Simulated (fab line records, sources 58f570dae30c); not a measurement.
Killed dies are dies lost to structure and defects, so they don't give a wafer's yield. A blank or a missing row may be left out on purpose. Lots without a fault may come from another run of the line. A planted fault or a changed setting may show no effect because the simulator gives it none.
Which tool did it? | flow berkeley_cmos170 | 14 lots, 42 wafers sampled, at 1 step of a route of 331

WHAT THE GAUGES READ, wafer by wafer
UCB170_M1_OVL_MEAS_10.
lot  | measured     | on         | M1_OVL (nm)
L769 | day 7 02:09  | overlay-01 | -5 -6 1
L770 | day 7 03:26  | overlay-02 | -4 -2 2
L772 | day 7 13:06  | overlay-02 | 0 -4 2
L771 | day 7 13:22  | overlay-01 | 2 4 1
L773 | day 7 13:39  | overlay-02 | -1 -4 -8
L774 | day 8 01:49  | overlay-01 | 10 1 4
L775 | day 8 11:52  | overlay-01 | -2 -2 -4
L776 | day 8 16:17  | overlay-01 | 2 -11 0
L783 | day 9 22:30  | overlay-02 | 8 0 0
L784 | day 10 12:06 | overlay-01 | 4 1 -7
L785 | day 10 17:44 | overlay-02 | 5 5 -2
L786 | day 10 23:15 | overlay-01 | 1 4 4
L788 | day 11 01:01 | overlay-02 | 4 0 1
L791 | day 12 04:01 | overlay-01 | -1 1 1

WHICH TOOL RAN EACH LOT (tool, then ch and the chambers of the sampled wafers, then the start)
The record holds no process step before these readings.

WHAT THE TOOLS THEMSELVES READ (means of the sampled wafers that have a number; where no wafer has one, the mark that the record gives instead)
The record holds no such reading with a usual standard deviation.

THE ANSWER, worked out from the rows above alone
Rule: what is usual is taken from the lots themselves. Put in order of their means at a reading, lots are off if they are a third of the lots or fewer, leave a main group of 4 or more, and stand apart from it by a gap of 3 or more times the standard deviation of the main group's means; of several such gaps the widest counts. A main group whose means are all the same, to the digits that the tables above print for the reading, isn't used. A lot without any number at a reading at which 4 lots or more have one is off too. The other lots that the step has rows for count as sound. The gauges are gone through in route order, then the tools' own readings, and for those a lot's mean is taken as printed above. The first step at which some lot is off is used, and at that step the reading that is off furthest; a lot without a number counts as furthest.
No lot is off at any reading shown: from this, nothing can be told.

WHAT THE SIMULATOR HAD PUT IN
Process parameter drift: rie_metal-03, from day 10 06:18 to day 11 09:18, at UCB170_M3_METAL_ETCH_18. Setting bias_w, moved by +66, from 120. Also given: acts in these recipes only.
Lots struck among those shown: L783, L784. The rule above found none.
